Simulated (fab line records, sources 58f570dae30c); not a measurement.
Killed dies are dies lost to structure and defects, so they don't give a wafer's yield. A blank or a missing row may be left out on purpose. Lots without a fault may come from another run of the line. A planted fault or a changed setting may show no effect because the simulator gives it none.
One fault seen from 2 desks | flow berkeley_cmos170 | each desk has only its own numbers; what lay behind them comes last

THE TOOL OWNER'S DESK: implanter-04
The tool's own readings at UCB170_PLDD_IMPLANT_09: means of the sampled wafers that have a number, for each lot that ran on this tool. A lot is out of limits, marked OUT, if its mean lies more than 4 standard deviations from the usual mean; the brackets give that distance.
Columns: A = dose_ions_cm2 at UCB170_PLDD_IMPLANT_09, usual 5.001e+13; B = faraday_current_uA at UCB170_PLDD_IMPLANT_09, usual 158
lot  | first seen here | A                           | B
L262 | day 7 06:55     | 5.008e+13                   | 155
L265 | day 8 11:10     | 4.996e+13                   | 158
L263 | day 8 11:38     | 1.000e+13 (-99 or more) OUT | 31 (-38) OUT
L269 | day 8 21:14     | 1.004e+13 (-99 or more) OUT | 32 (-38) OUT
This desk's finding: out of limits on L263, L269; first on L263, day 8 11:38 (dose_ions_cm2 at UCB170_PLDD_IMPLANT_09). In limits: L262, L265.

THE METROLOGY DESK
What the gauges read, lot by lot, whatever tool the lot ran on: means of the sampled wafers that have a number. A lot is out of limits, marked OUT, if its mean lies more than 4 standard deviations from the usual mean; the brackets give that distance.
Columns: A = NVT_TW at UCB170_NVT_TW_MEAS_09, usual 522.5; B = PLDD_TW at UCB170_PLDD_TW_MEAS_11, usual 1009; C = PLDD_RS at UCB170_SDANNEAL_RS_MEAS_04, usual 1031.6 ohm/sq
lot  | first seen here | A     | B             | C
L262 | day 6 09:16     | 520.2 | 1015          | 1029.5
L266 | day 7 10:41     | 520.6 | 1014          | 1031.4
L263 | day 7 10:53     | 524.0 | 866 (-17) OUT | 1532.7 (+99 or more) OUT
L264 | day 7 10:56     | 518.8 | 997           | 1032.5
L265 | day 7 10:56     | 525.7 | 1017          | 1030.6
L269 | day 8 02:08     | 525.5 | 850 (-19) OUT | 1536.7 (+99 or more) OUT
L275 | day 9 03:39     | 523.7 | 1009          | 1037.5
L277 | day 9 13:43     | 522.3 | 1010          | 1027.6
L278 | day 10 01:53    | 519.6 | 1012          | 1031.6
L281 | day 10 09:42    | 527.1 | 1017          | 1030.5
L282 | day 10 09:58    | 522.6 | 997           | 1031.9
L280 | day 11 00:14    | 523.7 | 1013          | 1030.6
L283 | day 11 00:29    | 523.2 | 997           | 1037.2
L284 | day 11 18:24    | 521.6 | 1012          | 1032.0
This desk's finding: out of limits on L263, L269; first on L263, day 8 11:53 (PLDD_TW at UCB170_PLDD_TW_MEAS_11). In limits: L262, L266, L264, L265, L275, L277, L278, L281, L282, L280, L283, L284.

PUT TOGETHER
The tool owner's desk could have raised an alarm at day 8 11:38, on L263, L269.
The metrology desk could have raised an alarm at day 8 11:53, on L263, L269.
Of the lots named, all ran UCB170_PLDD_IMPLANT_09 on implanter-04.

WHAT THE SIMULATOR HAD PUT IN
Process parameter drift: implanter-04, from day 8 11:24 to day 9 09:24, at UCB170_PLDD_IMPLANT_09. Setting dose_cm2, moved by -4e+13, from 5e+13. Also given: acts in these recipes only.
Lots struck among those shown: L263, L269.
Hours from the fault's start to each desk's first reading out of limits: the tool owner's desk, 0; the metrology desk, 0.
